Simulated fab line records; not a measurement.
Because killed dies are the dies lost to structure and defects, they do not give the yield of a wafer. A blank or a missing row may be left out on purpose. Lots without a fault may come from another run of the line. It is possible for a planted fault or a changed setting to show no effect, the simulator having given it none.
Problem report, 8D (eight disciplines) form, completed by code	flow rit_cmos	the parts of the form that need people (team, actions taken, sign-off) are left out

1. WHAT IS WRONG
developer_temp_C at RIT_GATE_DEVELOP_15 reads a mean of 23.68 C on 6 wafers of 2 lots; wafers without a fault read 23.00 C with a standard deviation of 0.095. That is +7.1 standard deviations from the usual mean.
The step: develop time 50 s.
Earliest sighting: wafer L708.2 on litho_track-01 at day 6 20:00. The record holds 42 wafers of 14 lots with a number at this step. The rule behind "out" and "out of limits": a value lying over 4 standard deviations away from the usual mean. Any other wafer with a number is counted as sound.

2. WHAT IT IS AND WHAT IT IS NOT
question	is	is not
which readings at this step	developer_temp_C	-
which lots	L708, L711	L691, L692, L693, L694, L695, L699, L700, L702, L703, L704, L705, L706
which wafers of those lots	all that have a number	-
read on which tools	litho_track-01	litho_track-02, litho_track-04
when	from day 6 20:00	up to then (36 sound wafers)

3. SUSPECTS, AND WHAT RULES EACH OUT
Counting: any tool at a process step up to the reading is kept as a suspect provided that every lot that is out went through it and no sound lot did after the first of them.
- litho_track-01 at RIT_GATE_DEVELOP_15 (develop time 50 s): kept. Every lot that is out went through it, starting with L708 (day 6 20:00), and after that it ran no sound lot; the last sound lot it ran before then is L706 (day 6 00:00). On those wafers its own readings are out: developer_temp_C.
Left after counting: litho_track-01 at RIT_GATE_DEVELOP_15.

4. THE CAUSE (what the simulator had put in)
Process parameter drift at RIT_GATE_DEVELOP_15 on litho_track-01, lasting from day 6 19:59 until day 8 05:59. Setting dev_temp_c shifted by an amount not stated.
This tool alone remained once counting was done.

5. SEQUENCE OF EFFECTS, ordered by route
One row per reading whose mean, taken over the struck wafers that have a number, lies over 3 standard deviations from the usual. Only readings for which the record gives a usual standard deviation are gone through. hours: the time from each lot's start at the first step in this table that gives one to its start at this step, as a median over the lots. sigmas: the change in usual standard deviations.
hours	step	reading	usual	on struck wafers	change	sigmas
0	RIT_GATE_DEVELOP_15	developer_temp_C	23.00 C	23.68	+0.68	+7.1
Here are the process steps it includes:
- RIT_GATE_DEVELOP_15: develop time 50 s.

6. WHAT WOULD HAVE CAUGHT IT SOONER
0 hours passed between the start of the fault at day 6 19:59 and the first reading out of limits in this record, taken at day 6 20:00.
